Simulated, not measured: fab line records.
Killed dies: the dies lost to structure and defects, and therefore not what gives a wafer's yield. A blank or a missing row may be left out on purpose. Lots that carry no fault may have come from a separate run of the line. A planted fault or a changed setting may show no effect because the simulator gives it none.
Which of the tools did it?    flow berkeley_cmos170    Sampling: 15 lots, 45 wafers, 5 of 331 route steps

== WHAT EACH GAUGE READ, for each wafer ==
UCB170_NWELL_TW_MEAS_16.
lot   measured     on             NWELL_TW
L175  day 2 09:38  film_metro-01  1254 1264 1257
L176  day 2 15:24  film_metro-04  1270 1262 1266
L177  day 2 16:08  film_metro-01  1253 1254 1259
L178  day 2 21:47  film_metro-01  1262 1253 1251
L179  day 3 07:45  film_metro-01  1261 1264 1269
L181  day 3 17:17  film_metro-03  1236 1229 1232
L184  day 4 03:28  film_metro-01  1265 1260 1264
L182  day 4 03:44  film_metro-01  1269 1265 1268
L183  day 4 03:53  film_metro-04  1321 1322 1320
L187  day 4 20:20  film_metro-04  1331 1323 1325
L189  day 5 01:58  film_metro-04  1332 1334 1335
L192  day 5 21:53  film_metro-04  1256 1252 1247
L194  day 6 02:03  film_metro-03  1225 1232 1227
L197  day 6 22:17  film_metro-01  1258 1262 1267
L198  day 7 09:31  film_metro-03  1243 1231 1236

UCB170_PFIELD_OVL_MEAS_06.
lot   measured     on          PFIELD_OVL (nm)
L175  day 4 15:29  overlay-02  9 4 4
L176  day 5 00:08  overlay-02  0 13 11
L177  day 4 23:47  overlay-01  8 7 -2
L178  day 5 00:25  overlay-01  6 4 13
L179  day 5 14:05  overlay-02  11 7 9
L181  day 5 20:32  overlay-02  8 11 7
L184  day 6 05:35  overlay-01  12 11 11
L182  day 6 05:19  overlay-02  -2 -4 -3
L183  day 6 04:57  overlay-01  3 11 13
L187  day 6 21:40  overlay-02  0 -3 12
L189  day 7 01:49  overlay-01  6 3 6
L192  day 8 02:04  overlay-02  3 -2 4
L194  day 8 02:56  overlay-01  10 10 8
L197  day 8 18:26  overlay-01  4 0 -4
L198  day 9 11:52  overlay-02  4 5 6

UCB170_NVT_OVL_MEAS_06.
lot   measured      on          NVT_OVL (nm)
L175  day 5 21:58   overlay-02  -6 -14 -7
L176  day 6 01:47   overlay-01  -1 -7 -8
L177  day 6 02:13   overlay-01  0 0 -4
L178  day 6 01:58   overlay-02  11 6 4
L179  day 6 18:50   overlay-01  -3 -4 -3
L181  day 7 00:18   overlay-02  -3 -6 -4
L184  day 7 11:49   overlay-01  -1 -8 -5
L182  day 7 12:15   overlay-02  -7 -1 -4
L183  day 7 12:23   overlay-01  2 -13 -6
L187  day 8 10:56   overlay-01  -5 -2 -7
L189  day 8 11:29   overlay-01  2 -4 -7
L192  day 9 01:59   overlay-01  -1 -1 6
L194  day 9 01:42   overlay-02  -15 -2 1
L197  day 10 01:05  overlay-02  3 -1 3
L198  day 10 16:46  overlay-02  -7 -6 -6

UCB170_NSD_OVL_MEAS_07.
lot   measured      on          NSD_OVL (nm)
L175  day 7 01:50   overlay-02  -6 -1 1
L176  day 7 02:10   overlay-01  -1 2 1
L177  day 7 01:54   overlay-01  -6 -4 -8
L178  day 7 01:12   overlay-01  3 1 -4
L179  day 8 03:49   overlay-02  -7 4 -2
L181  day 8 04:04   overlay-02  2 0 0
L184  day 8 15:58   overlay-02  -3 5 -1
L182  day 8 15:49   overlay-01  -1 -1 3
L183  day 8 16:06   overlay-01  -3 -6 -3
L187  day 9 18:27   overlay-01  5 2 -8
L189  day 9 18:10   overlay-02  -4 -2 -11
L192  day 10 04:51  overlay-01  3 -2 1
L194  day 10 04:34  overlay-02  13 2 -1
L197  day 11 09:19  overlay-01  -1 0 -7
L198  day 11 20:08  overlay-02  -1 4 -1

== TOOL THAT RAN EACH LOT (tool first, then ch and the chambers of the sampled wafers, then the start) ==
lot   UCB170_NWELL_IMPLANT_14
L175  implanter-04 ch 0, day 2 09:23
L176  implanter-03 ch 0, day 2 15:10
L177  implanter-04 ch 0, day 2 15:55
L178  implanter-04 ch 0, day 2 21:33
L179  implanter-03 ch 0, day 3 07:32
L181  implanter-03 ch 0, day 3 17:02
L184  implanter-03 ch 0, day 4 03:14
L182  implanter-04 ch 0, day 4 03:29
L183  implanter-03 ch 0, day 4 03:38
L187  implanter-03 ch 0, day 4 20:05
L189  implanter-03 ch 0, day 5 01:43
L192  implanter-04 ch 0, day 5 21:39
L194  implanter-04 ch 0, day 6 01:48
L197  implanter-04 ch 0, day 6 22:02
L198  implanter-04 ch 0, day 7 09:17
- UCB170_NWELL_IMPLANT_14

== AS READ BY THE TOOLS THEMSELVES (means over the sampled wafers that have a number; for cases with no such wafer, the mark the record gives instead) ==
UCB170_NWELL_IMPLANT_14.
lot   tool          beam_energy_keV
L175  implanter-04  150.01
L176  implanter-03  150.02
L177  implanter-04  150.08
L178  implanter-04  149.99
L179  implanter-03  150.07
L181  implanter-03  150.03
L184  implanter-03  149.95
L182  implanter-04  150.02
L183  implanter-03  202.45
L187  implanter-03  202.52
L189  implanter-03  202.48
L192  implanter-04  150.00
L194  implanter-04  149.99
L197  implanter-04  150.01
L198  implanter-04  149.99

== THE ANSWER, worked out from the rows above alone ==
Rule: usual is defined by the lots themselves. The widest of any qualifying gaps counts: lots, ordered by their means at a reading, are off when they make up no more than a third of the lots, leave a main group of 4 or more, and stand apart from it by 3 or more times the standard deviation of that group's means. A main group whose means are all the same, to the digits that the tables above print for the reading, isn't used. A lot without any number at a reading at which 4 lots or more have one is off too. Where the step has rows for the other lots, those lots are counted as sound. Order of review: gauges by route order, followed by the tools' own readings, for which a lot's mean as printed above is used. The first step at which some lot is off is used, and at that step the reading that is off furthest; a lot without a number counts as furthest.
Off: at UCB170_NWELL_TW_MEAS_16 (NWELL_TW), L183, L187, L189. The main group has a mean of 1253 with a standard deviation of 13.
If a tool, at a process step before that reading, ran all the lots that are off and no sound lot after the first of them, it fits. Not tried: the gauges at UCB170_NWELL_TW_MEAS_16; whatever is off there is also off at UCB170_NWELL_IMPLANT_14, on other tools, and gauge error can't account for it. One fits: implanter-03 at UCB170_NWELL_IMPLANT_14. A fault onset in the window from L184 (day 4 03:14, its last sound lot) to L183 (day 4 03:38, its first lot off) fits.
On the lots that are off, the tool's own readings at UCB170_NWELL_IMPLANT_14 differ by more than 5 times the standard deviation of the sound lots' means, which bears it out; beam_energy_keV reads 202.48 there versus 150.01 on the sound lots.

== WHAT HAD BEEN PUT IN BY THE SIMULATOR ==
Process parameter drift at UCB170_NWELL_IMPLANT_14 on implanter-03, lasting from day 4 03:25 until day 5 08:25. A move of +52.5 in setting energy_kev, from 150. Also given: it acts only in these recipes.
Lots struck among those shown: L183, L187, L189. The rule given above showed the same thing.
